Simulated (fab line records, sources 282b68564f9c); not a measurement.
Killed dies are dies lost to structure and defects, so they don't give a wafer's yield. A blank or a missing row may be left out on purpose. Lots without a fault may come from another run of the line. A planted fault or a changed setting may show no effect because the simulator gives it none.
One fault seen from 2 desks | flow rit_cmos | each desk has only its own numbers; what lay behind them comes last

THE METROLOGY DESK
What the gauges read, lot by lot, whatever tool the lot ran on: means of the sampled wafers that have a number. A lot is out of limits, marked OUT, if its mean lies more than 4 standard deviations from the usual mean; the brackets give that distance.
Columns: A = REOX_OXIDE_THK at RIT_REOX_THK_MEAS_04, usual 25.1 nm; B = PLDD_TW at RIT_PLDD_TW_MEAS_10, usual 2336
lot  | first seen here | A              | B
L919 | day 2 22:32     | 25.7           | 2350
L920 | day 3 03:35     | 24.4           | 2339
L921 | day 3 08:41     | 25.4           | 2333
L922 | day 3 13:06     | 25.4           | 2350
L923 | day 3 17:12     | 36.5 (+23) OUT | 2345
L924 | day 3 21:57     | 36.0 (+22) OUT | 2349
L925 | day 4 04:29     | 24.6           | 2310
L932 | day 5 16:16     | 25.0           | 2342
L933 | day 5 20:13     | 26.2           | 2343
L937 | day 6 16:17     | 25.1           | 2316
L938 | day 6 20:11     | 25.4           | 2315
L939 | day 7 03:12     | 25.5           | 2330
L940 | day 7 05:45     | 24.3           | 2330
L941 | day 7 11:54     | 25.2           | 2335
This desk's finding: out of limits on L923, L924; first on L923, day 3 17:12 (REOX_OXIDE_THK at RIT_REOX_THK_MEAS_04). In limits: L919, L920, L921, L922, L925, L932, L933, L937, L938, L939, L940, L941.

THE TOOL OWNER'S DESK: furnace-02
The tool's own readings at RIT_REOX_OXIDATION_03 (target thk 25.2 nm, ox time 5580 s): means of the sampled wafers that have a number, for each lot that ran on this tool. A lot is out of limits, marked OUT, if its mean lies more than 4 standard deviations from the usual mean; the brackets give that distance.
Columns: A = spike_tc_centre_C at RIT_REOX_OXIDATION_03, usual 902.3 C; B = spike_tc_load_C at RIT_REOX_OXIDATION_03, usual 926.2 C; C = spike_tc_source_C at RIT_REOX_OXIDATION_03, usual 921.2 C; D = tube_center_temp_C at RIT_REOX_OXIDATION_03, usual 900.02 C; E = tube_center_temp_C_max at RIT_REOX_OXIDATION_03, usual 902.3
lot  | first seen here | A               | B               | C               | D                        | E
L922 | day 3 10:32     | 903.3           | 926.4           | 922.4           | 899.99                   | 902.4
L923 | day 3 14:39     | 937.1 (+32) OUT | 960.6 (+31) OUT | 958.7 (+22) OUT | 935.20 (+99 or more) OUT | 937.4 (+86) OUT
L924 | day 3 19:23     | 937.0 (+32) OUT | 961.8 (+32) OUT | 959.1 (+22) OUT | 935.17 (+99 or more) OUT | 937.8 (+87) OUT
L938 | day 6 17:38     | 902.6           | 926.4           | 924.4           | 899.97                   | 902.4
L941 | day 7 09:19     | 901.6           | 925.1           | 924.4           | 900.05                   | 902.7
This desk's finding: out of limits on L923, L924; first on L923, day 3 14:39 (spike_tc_centre_C at RIT_REOX_OXIDATION_03). In limits: L922, L938, L941.

PUT TOGETHER
The tool owner's desk could have raised an alarm at day 3 14:39, on L923, L924.
The metrology desk could have raised an alarm at day 3 17:12, on L923, L924.
Of the lots named, all ran RIT_REOX_OXIDATION_03 on furnace-02.

WHAT THE SIMULATOR HAD PUT IN
Process parameter drift: furnace-02, from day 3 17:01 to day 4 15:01, at RIT_REOX_OXIDATION_03. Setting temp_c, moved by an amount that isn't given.
Lots struck among those shown: L923, L924.
